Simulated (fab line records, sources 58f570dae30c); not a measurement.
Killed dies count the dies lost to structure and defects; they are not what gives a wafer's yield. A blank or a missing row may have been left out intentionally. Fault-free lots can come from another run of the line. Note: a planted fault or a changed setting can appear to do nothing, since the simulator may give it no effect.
8D (eight disciplines) problem report, filled in by code :: flow berkeley-cmos170 :: the parts of the form that need people (team, actions taken, sign-off) are left out

== 1. WHAT IS WRONG ==
At UCB170_NWELL_PEB_10, heater-power-total-W averages 55.85 W over 6 wafers from 2 lots, while fault-free wafers read 56.80 W, standard deviation 0.043. Measured from the usual mean, that is -22 standard deviations.
First seen on wafer L340.1, day 4 18:00, on litho-track-02. The record has a number at this step for 39 wafers belonging to 13 lots. Rule for "out" (also "out of limits"): further than 4 standard deviations from the usual mean. The other wafers with a number count as sound.

== 2. WHAT IT IS AND WHAT IT IS NOT ==
question: which readings at this step
is: heater-power-total-W, plate-temp-C
is not: -

question: which lots
is: L340, L343
is not: L329, L330, L331, L332, L333, L344, L346, L347, L348, L349, L352

question: which wafers of those lots
is: all that have a number
is not: -

question: read on which tools
is: litho-track-02
is not: litho-track-03, litho-track-04

question: when
is: from day 4 18:00
is not: up to then (15 sound wafers); but 18 sound wafers of L344, L346, L347, L348, L349, L352 came after

== 3. SUSPECTS, AND WHAT RULES EACH OUT ==
Counting: a tool at any process step up to the reading remains a suspect when it ran all the lots that are out and ran no sound lot after the first of those.
- litho-track-02 at UCB170_NWELL_PEB_10: kept. It processed each lot that is out, first L340 at day 4 18:00, and no sound lot thereafter; up to then, the last sound lot it processed was L333 at day 2 22:24. On those wafers its own readings are out: heater-power-total-W, plate-temp-C.
The count leaves litho-track-02 at UCB170_NWELL_PEB_10.

== 4. THE CAUSE (what the simulator had put in) ==
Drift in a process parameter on litho-track-02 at UCB170_NWELL_PEB_10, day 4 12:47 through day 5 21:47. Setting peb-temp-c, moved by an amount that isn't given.
This tool alone remained once counting was done.

== 5. THE CHAIN OF EFFECTS, in route order ==
One row per reading whose mean, taken over the struck wafers that have a number, lies over 3 standard deviations from the usual. Only readings for which the record gives a usual standard deviation are gone through. hours: the time from each lot's start at the first step in this table that gives one to its start at this step, as a median over the lots. sigmas: the change in usual standard deviations.
hours: 0
step: UCB170_NWELL_PEB_10
reading: heater-power-total-W
usual: 56.80 W
on struck wafers: 55.85
change: -0.95
sigmas: -22

hours: 0
step: UCB170_NWELL_PEB_10
reading: plate-temp-C
usual: 130.00 C
on struck wafers: 128.25
change: -1.75
sigmas: -12
Its process steps:
- UCB170_NWELL_PEB_10
Later measuring or inspecting steps at which every struck wafer that the step has a row for has a number for every such reading, and none has moved that far: UCB170_ACTIVE_CD_MEAS_13, UCB170_ACTIVE_OVL_MEAS_14.

== 6. WHAT WOULD HAVE CAUGHT IT SOONER ==
The fault began at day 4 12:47; the first out-of-limits reading in this record came at day 4 18:00, 5 hours later.
